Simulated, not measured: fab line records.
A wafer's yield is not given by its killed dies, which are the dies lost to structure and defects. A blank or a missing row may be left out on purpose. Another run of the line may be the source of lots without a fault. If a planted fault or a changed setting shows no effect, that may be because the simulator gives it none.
Split-lot study | flow berkeley-cmos170 | 5 lots, 23 wafers read, on a route of 331 steps

ABOUT THE SPLIT
At UCB170_M1_COAT_04 (resist thk 900 nm), the setting spin-rpm was moved away from the recipe's 1500 rpm on 9 of the 23 wafers read, by -5.5% to +4.7%. All remaining wafers had this setting at the recipe value.

The reading comes from the split's own step.

THE READING
KrF_of_M1_COAT_04.thk-nm (the simulator's own value, which no gauge read), in nm, at UCB170_M1_COAT_04 (resist thk 900 nm). No usual value for it is given in the file. Here, 14 wafers ran the recipe; their average is 901.2 nm with a standard deviation of 1.8 nm.

wafer  | tool, chamber at the split | spin-rpm as run, rpm | against the recipe | KrF_of_M1_COAT_04.thk-nm, nm | against lot-mates on the recipe
L074.1 | litho-track-01, 0          | 1500                 | recipe             | 903                          | -
L074.2 | litho-track-01, 0          | 1500                 | recipe             | 903.3                        | -
L074.3 | litho-track-01, 0          | 1500                 | recipe             | 899.7                        | -
L080.2 | litho-track-01, 0          | 1500                 | recipe             | 902.3                        | -
L080.3 | litho-track-01, 0          | 1500                 | recipe             | 900.3                        | -
L080.4 | litho-track-01, 0          | 1500                 | recipe             | 898.3                        | -
L080.5 | litho-track-01, 0          | 1500                 | recipe             | 902.5                        | -
L080.6 | litho-track-01, 0          | 1500                 | recipe             | 899.7                        | -
L076.1 | litho-track-04, 0          | 1432                 | -4.5%              | 924.4                        | +23.7
L076.2 | litho-track-04, 0          | 1432                 | -4.5%              | 924.6                        | +23.9
L076.3 | litho-track-04, 0          | 1432                 | -4.5%              | 921.2                        | +20.5
L076.4 | litho-track-04, 0          | 1500                 | recipe             | 899.2                        | -
L076.5 | litho-track-04, 0          | 1500                 | recipe             | 902.1                        | -
L079.1 | litho-track-01, 0          | 1418                 | -5.5%              | 928.4                        | +28.6
L079.2 | litho-track-01, 0          | 1500                 | recipe             | 900.4                        | -
L079.3 | litho-track-01, 0          | 1418                 | -5.5%              | 923                          | +23.2
L079.4 | litho-track-01, 0          | 1418                 | -5.5%              | 927.5                        | +27.7
L079.6 | litho-track-01, 0          | 1500                 | recipe             | 899.3                        | -
L081.1 | litho-track-04, 0          | 1571                 | +4.7%              | 880.6                        | -22.6
L081.2 | litho-track-04, 0          | 1571                 | +4.7%              | 882.5                        | -20.8
L081.3 | litho-track-04, 0          | 1500                 | recipe             | 905                          | -
L081.4 | litho-track-04, 0          | 1500                 | recipe             | 901.5                        | -
L081.5 | litho-track-04, 0          | 1571                 | +4.7%              | 881.6                        | -21.6

THE FIT
A straight line over all 23 wafers: KrF_of_M1_COAT_04.thk-nm changes by -4.5 nm for each +1% of spin-rpm; r = -0.99; the points scatter about the line by 2 nm.
The same after taking each lot's own level away (the mean of its wafers on the recipe; 23 wafers): -4.79 nm for each +1%; r = -0.99; scatter 1.7 nm.
According to that fit, moving spin-rpm by its largest amount changes the reading by 26 nm.
From 899.85 to 903.25 nm: that is the span of the lots' own levels, equal to 1.8 times the standard deviation above.
The two slopes are in agreement: the lot-to-lot level therefore moves the slope only a little.
Check: +26.1 nm against its lot-mates is what the line predicts for one of the wafers moved furthest among these (-5.5%) when that wafer is left out of the fit. It came out at +28.6 nm against them.

THESE WAFERS: OTHER SPLITS
Note: prior to the reading, these wafers also went through further splits. Each is held against what the fit with the lots' levels taken away leaves over:
other split on the same wafers   | wafers away from the commonest value | r with KrF_of_M1_COAT_04.thk-nm (lot level and that fit taken away)
UCB170_CONTACT_PEB_13 peb-temp-c | 8                                    | -0.04

FILE'S OWN FIT
KrF_of_M1_COAT_04.thk-nm changes by -4.81 nm for each +1% of spin-rpm, r = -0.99.
